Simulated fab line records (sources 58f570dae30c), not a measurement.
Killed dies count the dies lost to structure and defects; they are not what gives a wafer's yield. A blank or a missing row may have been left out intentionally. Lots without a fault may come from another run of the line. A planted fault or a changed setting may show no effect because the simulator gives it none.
Split-lot trial :: flow berkeley_cmos170 :: on a route of 331 steps: 5 lots, 23 wafers read

== THE SPLIT ITSELF ==
At UCB170_PWELL_COAT_08 (resist thk 900 nm), the setting spin_rpm was moved away from the recipe's 1500 rpm on 11 of the 23 wafers read, by -7.0% to +6.7%. The other wafers ran this setting at the recipe's value.

== FROM THE SPLIT TO THE READING: what the file shows between them, 3 steps ==
- UCB170_PWELL_SOFTBAKE_09: time 60 s
- UCB170_PWELL_EXPOSE_10: exposes mask PWELL, target cd 3000 nm
- UCB170_PWELL_DEVELOP_12: develop time 45 s

== THE READING ==
KrF_of_PWELL_COAT_08.thk_nm (the simulator's own value, which no gauge read), in nm, at UCB170_PWELL_ETCH_14 (etches Si3N4 in CH3F/Ar/O2, stops on SiO2, target depth 242 nm, time 151 s). The file gives no usual value for it. Average 725.5 nm, standard deviation 1.8 nm, over the 12 wafers here run with the recipe.

wafer: L074.1
tool, chamber at the split: litho_track-01, 0
spin_rpm as run, rpm: 1500
against the recipe: recipe
KrF_of_PWELL_COAT_08.thk_nm, nm: 723.6
against lot-mates on the recipe: -

wafer: L074.3
tool, chamber at the split: litho_track-01, 0
spin_rpm as run, rpm: 1500
against the recipe: recipe
KrF_of_PWELL_COAT_08.thk_nm, nm: 727.4
against lot-mates on the recipe: -

wafer: L074.4
tool, chamber at the split: litho_track-01, 0
spin_rpm as run, rpm: 1500
against the recipe: recipe
KrF_of_PWELL_COAT_08.thk_nm, nm: 723.7
against lot-mates on the recipe: -

wafer: L074.5
tool, chamber at the split: litho_track-01, 0
spin_rpm as run, rpm: 1581
against the recipe: +5.4%
KrF_of_PWELL_COAT_08.thk_nm, nm: 700
against lot-mates on the recipe: -24.9

wafer: L074.6
tool, chamber at the split: litho_track-01, 0
spin_rpm as run, rpm: 1581
against the recipe: +5.4%
KrF_of_PWELL_COAT_08.thk_nm, nm: 700.2
against lot-mates on the recipe: -24.7

wafer: L075.1
tool, chamber at the split: litho_track-03, 0
spin_rpm as run, rpm: 1395
against the recipe: -7.0%
KrF_of_PWELL_COAT_08.thk_nm, nm: 760.7
against lot-mates on the recipe: +34.7

wafer: L075.3
tool, chamber at the split: litho_track-03, 0
spin_rpm as run, rpm: 1500
against the recipe: recipe
KrF_of_PWELL_COAT_08.thk_nm, nm: 726.7
against lot-mates on the recipe: -

wafer: L075.4
tool, chamber at the split: litho_track-03, 0
spin_rpm as run, rpm: 1395
against the recipe: -7.0%
KrF_of_PWELL_COAT_08.thk_nm, nm: 758.3
against lot-mates on the recipe: +32.2

wafer: L075.5
tool, chamber at the split: litho_track-03, 0
spin_rpm as run, rpm: 1500
against the recipe: recipe
KrF_of_PWELL_COAT_08.thk_nm, nm: 725.4
against lot-mates on the recipe: -

wafer: L075.6
tool, chamber at the split: litho_track-03, 0
spin_rpm as run, rpm: 1395
against the recipe: -7.0%
KrF_of_PWELL_COAT_08.thk_nm, nm: 756.2
against lot-mates on the recipe: +30.2

wafer: L076.2
tool, chamber at the split: litho_track-01, 0
spin_rpm as run, rpm: 1500
against the recipe: recipe
KrF_of_PWELL_COAT_08.thk_nm, nm: 725.7
against lot-mates on the recipe: -

wafer: L076.3
tool, chamber at the split: litho_track-01, 0
spin_rpm as run, rpm: 1500
against the recipe: recipe
KrF_of_PWELL_COAT_08.thk_nm, nm: 726.2
against lot-mates on the recipe: -

wafer: L076.4
tool, chamber at the split: litho_track-01, 0
spin_rpm as run, rpm: 1590
against the recipe: +6.0%
KrF_of_PWELL_COAT_08.thk_nm, nm: 702.5
against lot-mates on the recipe: -23.5

wafer: L076.5
tool, chamber at the split: litho_track-01, 0
spin_rpm as run, rpm: 1590
against the recipe: +6.0%
KrF_of_PWELL_COAT_08.thk_nm, nm: 698.1
against lot-mates on the recipe: -27.9

wafer: L076.6
tool, chamber at the split: litho_track-01, 0
spin_rpm as run, rpm: 1590
against the recipe: +6.0%
KrF_of_PWELL_COAT_08.thk_nm, nm: 703.8
against lot-mates on the recipe: -22.2

wafer: L081.2
tool, chamber at the split: litho_track-03, 0
spin_rpm as run, rpm: 1500
against the recipe: recipe
KrF_of_PWELL_COAT_08.thk_nm, nm: 721.5
against lot-mates on the recipe: -

wafer: L081.3
tool, chamber at the split: litho_track-03, 0
spin_rpm as run, rpm: 1500
against the recipe: recipe
KrF_of_PWELL_COAT_08.thk_nm, nm: 728.6
against lot-mates on the recipe: -

wafer: L081.4
tool, chamber at the split: litho_track-03, 0
spin_rpm as run, rpm: 1500
against the recipe: recipe
KrF_of_PWELL_COAT_08.thk_nm, nm: 724.9
against lot-mates on the recipe: -

wafer: L085.1
tool, chamber at the split: litho_track-04, 0
spin_rpm as run, rpm: 1500
against the recipe: recipe
KrF_of_PWELL_COAT_08.thk_nm, nm: 726.3
against lot-mates on the recipe: -

wafer: L085.2
tool, chamber at the split: litho_track-04, 0
spin_rpm as run, rpm: 1500
against the recipe: recipe
KrF_of_PWELL_COAT_08.thk_nm, nm: 725.7
against lot-mates on the recipe: -

wafer: L085.3
tool, chamber at the split: litho_track-04, 0
spin_rpm as run, rpm: 1601
against the recipe: +6.7%
KrF_of_PWELL_COAT_08.thk_nm, nm: 697.1
against lot-mates on the recipe: -28.9

wafer: L085.4
tool, chamber at the split: litho_track-04, 0
spin_rpm as run, rpm: 1601
against the recipe: +6.7%
KrF_of_PWELL_COAT_08.thk_nm, nm: 698.2
against lot-mates on the recipe: -27.8

wafer: L085.6
tool, chamber at the split: litho_track-04, 0
spin_rpm as run, rpm: 1601
against the recipe: +6.7%
KrF_of_PWELL_COAT_08.thk_nm, nm: 695.7
against lot-mates on the recipe: -30.3

FIT RESULTS
A straight line over all 23 wafers: KrF_of_PWELL_COAT_08.thk_nm changes by -4.43 nm for each +1% of spin_rpm; r = -0.99; the points scatter about the line by 2.2 nm.
The same after taking each lot's own level away (the mean of its wafers on the recipe; 23 wafers): -4.42 nm for each +1%; r = -0.99; scatter 2 nm.
Per that fit: largest spin_rpm move, reading shift of 31 nm.
Across the lots, their own levels run from 724.90 to 726.05 nm, a range of 0.6 times the standard deviation given above.
Hence the lot-to-lot level has little effect on the slope; both slopes agree.
Check: +30.6 nm against its lot-mates is what the line predicts for one of the wafers moved furthest among these (-7.0%) when that wafer is left out of the fit. It came out at +34.7 nm against them.

== OTHER SPLITS ON THESE WAFERS ==
Note: prior to the reading, these wafers also went through further splits. Each is held against what the fit with the lots' levels taken away leaves over:
other split on the same wafers: UCB170_NWELL_IMPLANT_14 energy_kev
wafers away from the commonest value: 7
r with KrF_of_PWELL_COAT_08.thk_nm (lot level and that fit taken away): +0.09

other split on the same wafers: UCB170_PWELL_OXIDATION_02 ox_time_s
wafers away from the commonest value: 18
r with KrF_of_PWELL_COAT_08.thk_nm (lot level and that fit taken away): +0.21

== THE WHOLE CHAIN: every reading that the file lists as answering this split, in the file's order ==
step: UCB170_PWELL_COAT_08
what it does: resist thk 900 nm
reading: KrF_of_PWELL_COAT_08.thk_nm (the simulator's own value, which no gauge read)
change (the file's fit): -4.33 nm for each +1% of the setting
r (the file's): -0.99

step: UCB170_PWELL_ETCH_14
what it does: etches Si3N4 in CH3F/Ar/O2, stops on SiO2, target depth 242 nm, time 151 s
reading: KrF_of_PWELL_COAT_08.thk_nm (the simulator's own value, which no gauge read)
change (the file's fit): -4.4 nm for each +1% of the setting
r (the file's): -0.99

step: UCB170_PWELL_STRIP_16
what it does: strips in O2
reading: strip_time_to_endpoint_s
change (the file's fit): withheld for each +1% of the setting
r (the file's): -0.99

== THE FILE'S OWN FIT ==
KrF_of_PWELL_COAT_08.thk_nm changes by -4.4 nm for each +1% of spin_rpm, r = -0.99.
